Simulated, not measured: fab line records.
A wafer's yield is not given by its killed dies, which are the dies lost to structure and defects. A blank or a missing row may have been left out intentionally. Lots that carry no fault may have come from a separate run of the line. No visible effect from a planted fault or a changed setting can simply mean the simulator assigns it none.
Tool commonality check + flow rit cmos + Sampled: 15 lots, 45 wafers

== REASON IT WAS OPENED ==
3 of 15 lots carry a flag on the reading PWELL_TW at RIT_PWELL_TW_MEAS_10. Wafers without a fault read 946, standard deviation 4.6.
Rule: flag the lot when none of its wafers has a number, or when each of its wafers that has one lies beyond 4 standard deviations from that mean. The other lots count as sound.

| lot  | measured    | on            | PWELL_TW, wafer by wafer | flag    |
|------|-------------|---------------|--------------------------|---------|
| L174 | day 1 23:29 | film metro-01 | 943 944 939              |         |
| L175 | day 2 07:53 | film metro-01 | 947 939 947              |         |
| L176 | day 2 09:11 | film metro-01 | 943 945 943              |         |
| L177 | day 2 13:58 | film metro-01 | 949 941 946              |         |
| L180 | day 3 04:47 | film metro-01 | 1060 1057 1055           | FLAGGED |
| L185 | day 4 05:38 | film metro-04 | 1068 1065 1073           | FLAGGED |
| L186 | day 4 10:45 | film metro-01 | 1063 1063 1055           | FLAGGED |
| L188 | day 4 21:21 | film metro-01 | 947 945 941              |         |
| L189 | day 5 04:13 | film metro-01 | 947 946 942              |         |
| L190 | day 5 08:29 | film metro-01 | 941 938 938              |         |
| L191 | day 5 13:21 | film metro-01 | 942 945 943              |         |
| L192 | day 5 17:07 | film metro-02 | 946 951 951              |         |
| L194 | day 6 02:39 | film metro-01 | 953 950 954              |         |
| L196 | day 6 14:14 | film metro-02 | 943 942 946              |         |
| L197 | day 6 19:49 | film metro-01 | 956 948 946              |         |
The numbers of the flagged lots are 1062 on average: +116 against the usual, or +25 standard deviations.

== TOOL THAT RAN EACH LOT ==
The record keeps 1 process step preceding the reading, out of 202 steps on the route. Read each cell as the tool, then ch plus the chambers that the sampled wafers visited, then the start.
| lot  | flag    | RIT_PWELL_IMPLANT_08           |
|------|---------|--------------------------------|
| L174 |         | implanter-01 ch 0, day 1 23:11 |
| L175 |         | implanter-01 ch 0, day 2 07:36 |
| L176 |         | implanter-04 ch 0, day 2 08:52 |
| L177 |         | implanter-01 ch 0, day 2 13:38 |
| L180 | FLAGGED | implanter-02 ch 0, day 3 04:29 |
| L185 | FLAGGED | implanter-02 ch 0, day 4 05:19 |
| L186 | FLAGGED | implanter-02 ch 0, day 4 10:25 |
| L188 |         | implanter-04 ch 0, day 4 21:02 |
| L189 |         | implanter-04 ch 0, day 5 03:54 |
| L190 |         | implanter-04 ch 0, day 5 08:11 |
| L191 |         | implanter-04 ch 0, day 5 13:02 |
| L192 |         | implanter-04 ch 0, day 5 16:47 |
| L194 |         | implanter-01 ch 0, day 6 02:20 |
| L196 |         | implanter-04 ch 0, day 6 13:55 |
| L197 |         | implanter-04 ch 0, day 6 19:31 |
These steps, and what they do:
- RIT_PWELL_IMPLANT_08
- RIT_PWELL_TW_MEAS_10

== FLAGGED AGAINST TOTAL, ONE TOOL AT A TIME (gauges that did the reading follow at the end) ==
| step                 | tool          | lots run | flagged | share of the flagged lots | sound lots run after its first flagged lot |
|----------------------|---------------|----------|---------|---------------------------|--------------------------------------------|
| RIT_PWELL_IMPLANT_08 | implanter-01  | 4        | 0       | none                      | -                                          |
| RIT_PWELL_IMPLANT_08 | implanter-02  | 3        | 3       | all                       | 0                                          |
| RIT_PWELL_IMPLANT_08 | implanter-04  | 8        | 0       | none                      | -                                          |
| RIT_PWELL_TW_MEAS_10 | film metro-01 | 12       | 2       | some                      | 6 (L188,L189,L190,L191,L194,L197)          |
| RIT_PWELL_TW_MEAS_10 | film metro-02 | 2        | 0       | none                      | -                                          |
| RIT_PWELL_TW_MEAS_10 | film metro-04 | 1        | 1       | some                      | 0                                          |

== WHAT THE TABLE PERMITS ==
In the table, 1 row covers all flagged lots: implanter-02 at RIT_PWELL_IMPLANT_08.
- implanter-02 at RIT_PWELL_IMPLANT_08 ran 3 lots, 3 of them flagged. The start can't be narrowed down: in this sample, it ran no sound lot prior to its first flagged lot. Its own readings lie more than 4 standard deviations out on every wafer of the flagged lots: dose ions cm2, faraday current uA.
One tool is left: implanter-02 at RIT_PWELL_IMPLANT_08.

== WHAT HAD BEEN PUT IN BY THE SIMULATOR ==
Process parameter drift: implanter-02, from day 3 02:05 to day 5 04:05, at RIT_PWELL_IMPLANT_08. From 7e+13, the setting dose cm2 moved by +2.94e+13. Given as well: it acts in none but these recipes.
Lots struck among those shown: L180, L185, L186. The same result came from the rule above.
